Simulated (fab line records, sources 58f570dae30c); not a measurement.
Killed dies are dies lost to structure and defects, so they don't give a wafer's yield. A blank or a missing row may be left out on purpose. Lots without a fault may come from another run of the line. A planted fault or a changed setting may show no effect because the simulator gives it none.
A struck lot beside a sound one | flow berkeley_cmos170 | 38 steps out of a route of 331
Sound: wafers L438.1, L438.3, L438.5. Struck: wafers L444.2, L444.4, L444.6. The cause comes at the end.
At each step with rows: each side's tool, then ch and its chambers, then its first start. Under that, the readings that differ: sound wafers | struck wafers | difference of the means | sigmas: that difference in standard deviations of wafers without a fault.
alike: readings whose means differ by less than 2 such deviations, and words and numbers that are the same on both sides. not compared: withheld readings, readings that some wafer has no value for, bounds like >300 that may hide the same value, and numbers for which the record gives no deviation and whose values overlap.
The two part at a step that has a row with sigmas, a row that says differs or no value, or rows on one side only. Numbers that don't overlap but have no deviation are shown without sigmas and don't part them. A reading that every wafer of one side lacks parts them only if that side has two wafers or more.

UCB170_SPACER_CVD_00: deposits SiO2 from TEOS/O2, target thk 376 nm, time 47 s.
  sound on pecvd-03 ch 0,1,2, day 7 04:13; struck on pecvd-01 ch 0,1,2, day 8 05:23
  alike: heater_power_w
UCB170_SPACER_THK_MEAS_01:
  sound on film_metro-01, day 7 04:15; struck on film_metro-04, day 8 05:27
  alike: SPACER_TEOS_THK
then, 6 steps without rows for these wafers: UCB170_SPACER_ANNEAL_02 (time 1800 s); UCB170_SPACER_ETCHBACK_03 (etches SiO2 in CHF3/CF4/Ar, stops on Si, target depth 376 nm, time 100 s); UCB170_PSD_HMDS_00 (prime time 60 s); UCB170_PSD_COAT_01 (resist thk 900 nm); UCB170_PSD_SOFTBAKE_02 (time 60 s); UCB170_PSD_EXPOSE_03 (exposes mask PSELECT MOD, target cd 1200 nm).
UCB170_PSD_PEB_04:
  sound on litho_track-04 ch 0, day 7 08:01; struck on litho_track-03 ch 0, day 8 10:58
  alike: chill_plate_temp_C, plate_sensor_t_centre_C, plate_sensor_t_edge_C
then, 1 step without rows for these wafers: UCB170_PSD_DEVELOP_05 (develop time 45 s).
UCB170_PSD_CD_MEAS_06: target cd 1200 nm.
  sound on cd_sem-02, day 7 08:17; struck on cd_sem-01, day 8 11:14
  alike: cd_nm
UCB170_PSD_OVL_MEAS_07:
  sound on overlay-02, day 7 08:24; struck on overlay-02, day 8 11:20
  alike: PSD_OVL
UCB170_PSD_IMPLANT_08:
  sound on implanter-04 ch 0, day 7 08:26; struck on implanter-04 ch 0, day 8 11:23
  reading       | sound                         | struck                        | difference | sigmas
  dose_ions_cm2 | 2.999e+15 3.003e+15 3.005e+15 | 2.921e+15 2.923e+15 2.923e+15 | -8.000e+13 | -24
UCB170_PSD_STRIP_09: strips in O2.
  sound on plasma_asher-01 ch 0,1, day 7 08:35; struck on plasma_asher-03 ch 0,1, day 8 11:31
  reading                      | sound             | struck            | difference | sigmas
  strip_time_to_endpoint_s (s) | 29.35 29.39 29.46 | 29.19 29.21 29.21 | -0.20      | -3
  alike: drypump_motor_current_A, oes_product_au
  not compared: rf_hours_counter_h
UCB170_PSD_TW_MEAS_10:
  sound on film_metro-01, day 7 08:41; struck on film_metro-02, day 8 11:38
  reading | sound          | struck         | difference | sigmas
  PSD_TW  | 2362 2358 2355 | 2322 2316 2329 | -36        | -2
then, 7 steps without rows for these wafers: UCB170_PSD_CLEAN_11 (cleans in SPM, time 600 s); UCB170_NSD_HMDS_00 (prime time 60 s); UCB170_NSD_COAT_01 (resist thk 900 nm); UCB170_NSD_SOFTBAKE_02 (time 57.93 s); UCB170_NSD_EXPOSE_03 (exposes mask NSELECT MOD, target cd 1200 nm); UCB170_NSD_PEB_04; UCB170_NSD_DEVELOP_05 (develop time 45 s).
UCB170_NSD_CD_MEAS_06: target cd 1200 nm.
  sound on cd_sem-01, day 7 09:56; struck on cd_sem-01, day 8 13:20
  alike: cd_nm
UCB170_NSD_OVL_MEAS_07:
  sound on overlay-01, day 7 10:04; struck on overlay-02, day 8 13:27
  alike: NSD_OVL
then, 1 step without rows for these wafers: UCB170_NSD_IMPLANT_08.
UCB170_NSD_STRIP_09: strips in O2.
  sound on plasma_asher-01 ch 0,1, day 7 10:15; struck on plasma_asher-04 ch 0,1, day 8 13:38
  alike: drypump_motor_current_A, oes_product_au, strip_time_to_endpoint_s
  not compared: rf_hours_counter_h
UCB170_NSD_TW_MEAS_10:
  sound on film_metro-03, day 7 10:21; struck on film_metro-01, day 8 13:44
  alike: NSD_TW
then, 6 steps without rows for these wafers: UCB170_NSD_CLEAN_11 (cleans in SPM, time 600 s); UCB170_BACKSIDE_HMDS_00 (prime time 60 s); UCB170_BACKSIDE_COAT_01 (resist thk 900 nm); UCB170_BACKSIDE_SOFTBAKE_02 (time 60 s); UCB170_BACKSIDE_STRIP_03 (strips in O2); UCB170_BACKSIDE_CLEAN_04 (cleans in SPM, time 600 s).
UCB170_SDANNEAL_RTA_00: time 10 s.
  sound on rtp_anneal-01 ch 0, day 7 11:22; struck on rtp_anneal-01 ch 0, day 8 14:42
  alike: lamp_power_pct, wafer_temp_C_max
UCB170_SDANNEAL_RTA_01: time 5 s.
  sound on rtp_anneal-01 ch 0, day 7 11:26; struck on rtp_anneal-01 ch 0, day 8 14:46
  alike: lamp_power_pct, wafer_temp_C_max
UCB170_SDANNEAL_RS_MEAS_02: measures by four-point-probe.
  sound on film_metro-03, day 7 11:30; struck on film_metro-03, day 8 14:50
  reading         | sound             | struck            | difference | sigmas
  PSD_RS (ohm/sq) | 75.82 75.47 75.60 | 77.00 77.24 77.22 | +1.52      | +6
UCB170_SDANNEAL_RS_MEAS_03: measures by four-point-probe.
  sound on film_metro-03, day 7 11:37; struck on film_metro-03, day 8 14:58
  alike: NSD_RS
then, 1 step without rows for these wafers: UCB170_M3_PROBE_99.

WHERE THEY PART
First at UCB170_PSD_IMPLANT_08; last, within this record, at UCB170_SDANNEAL_RS_MEAS_02. Later steps at which nothing parts them and some readings are alike: UCB170_SDANNEAL_RS_MEAS_03.

WHY: what the simulator had put in
Process parameter drift: implanter-04, from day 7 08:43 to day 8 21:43, at UCB170_PSD_IMPLANT_08. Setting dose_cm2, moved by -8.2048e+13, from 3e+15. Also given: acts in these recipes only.
